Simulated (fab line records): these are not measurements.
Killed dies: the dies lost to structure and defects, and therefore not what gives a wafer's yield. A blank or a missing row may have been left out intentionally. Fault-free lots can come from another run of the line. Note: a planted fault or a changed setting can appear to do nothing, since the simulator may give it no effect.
Matching of chambers -- flow berkeley cmos170 -- UCB170_SCREENOX_WET_ETCH_00 on wet bench-03 has 4 sister chambers
The step etches SiO2 in dHF, time 200 s. 8 wafers are shown with their chamber, then 10 later ones without.

WAFERS PAIRED WITH THEIR CHAMBERS
wafer,chamber,temp c (C)
L799.5,3,24.80
L799.6,3,24.97
L800.5,1,24.81
L800.6,1,25.07
L802.5,2,25.06
L802.6,2,24.96
L805.1,0,25.11
L805.4,0,25.14

WAFERS WITH NO CHAMBER GIVEN
wafer,temp c (C)
L805.5,25.12
L803.1,25.08
L803.3,25.13
L803.5,25.13
L806.4,25.13
L806.5,25.17
L806.6,25.11
L811.2,25.04
L811.3,24.98
L811.5,24.98

EACH ONE'S CHAMBER
wafer,from the rows above,in truth
L805.5,can't be placed: 0 or 2 or 1 or 3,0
L803.1,can't be placed: 0 or 2 or 1 or 3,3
L803.3,can't be placed: 0 or 2 or 1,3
L803.5,can't be placed: 0 or 2 or 1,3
L806.4,can't be placed: 0 or 2 or 1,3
L806.5,can't be placed: 0 or 2 or 1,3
L806.6,can't be placed: 0 or 2 or 1 or 3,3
L811.2,can't be placed: 2 or 0 or 1 or 3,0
L811.3,can't be placed: 2 or 1 or 3 or 0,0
L811.5,can't be placed: 2 or 1 or 3 or 0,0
0 of 10 placed correctly. These rows do not allow placing 10 (true chamber among the candidates in 6). Wrongly placed: 0.
How it was worked out, from the rows above alone: a wafer's distance from a chamber is the root of the sum, over the readings, of the square of ((its reading less the chamber's mean) divided by the reading's scatter). The wafer belongs to the nearest chamber; if the next one is less than 2 further off, it can't be placed. The mean given for a chamber averages the wafers shown for that chamber. The scatter: the root of (the sum of the squares of (reading less its chamber's mean) over the shown wafers, divided by (wafers less chambers)).
